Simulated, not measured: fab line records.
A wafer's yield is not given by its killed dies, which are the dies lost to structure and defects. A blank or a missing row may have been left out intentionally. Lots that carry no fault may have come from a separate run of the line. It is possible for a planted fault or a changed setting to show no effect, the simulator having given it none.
The tool behind it: which one?	flow berkeleyCmos170	21 wafers from 7 lots sampled at 2 of the route's 331 steps

== WHAT THE GAUGES SHOWED, per wafer ==
UCB170_ACTIVE_THK_MEAS_06.
lot	measured	on	ACTIVE_NITRIDE_THK (nm)
L697	day 4 18:53	filmMetro-02	219.6 218.8 220.1
L699	day 5 11:47	filmMetro-04	222.7 221.5 221.4
L701	day 5 23:08	filmMetro-01	177.1 177.8 176.9
L703	day 5 23:08	filmMetro-04	179.8 181.5 180.7
L708	day 7 14:04	filmMetro-01	223.0 222.0 223.4
L712	day 8 10:15	filmMetro-04	223.5 223.4 222.3
L718	day 9 10:34	filmMetro-01	223.0 222.0 221.8

== WHAT TOOL EACH LOT RAN ON (gives the tool, then ch and the chambers of the sampled wafers, and finally the start) ==
lot	UCB170_ACTIVE_CVD_05
L697	lpcvd-01 ch 0, day 4 16:55
L699	lpcvd-02 ch 0, day 5 09:47
L701	lpcvd-02 ch 1, day 5 21:13
L703	lpcvd-02 ch 1, day 5 21:13
L708	lpcvd-01 ch 1, day 7 12:08
L712	lpcvd-01 ch 0, day 8 07:23
L718	lpcvd-02 ch 1, day 9 08:38
- UCB170_ACTIVE_CVD_05: deposits Si3N4 from SiH2Cl2/NH3, target thk 220 nm, time 3300 s.

== THE ANSWER, worked out from the rows above alone ==
Rule: the lots themselves supply what counts as usual. The widest of any qualifying gaps counts: lots, ordered by their means at a reading, are off when they make up no more than a third of the lots, leave a main group of 4 or more, and stand apart from it by 3 or more times the standard deviation of that group's means. If all means in a main group match to the digits the tables above print for the reading, that group is not used. Also off: a lot with no number at a reading for which 4 or more lots have one. Any other lot the step has rows for is counted as sound.
Off: at UCB170_ACTIVE_THK_MEAS_06 (ACTIVE_NITRIDE_THK), L701, L703. Main group: mean 221.9 nm, sd 1.3.
A tool fits if, at a process step before that reading, it ran every lot that is off, and no sound lot after the first of them. The gauges at UCB170_ACTIVE_THK_MEAS_06 are tried like those tools. Of those tried, none fits.

== WHAT HAD BEEN PUT IN BY THE SIMULATOR ==
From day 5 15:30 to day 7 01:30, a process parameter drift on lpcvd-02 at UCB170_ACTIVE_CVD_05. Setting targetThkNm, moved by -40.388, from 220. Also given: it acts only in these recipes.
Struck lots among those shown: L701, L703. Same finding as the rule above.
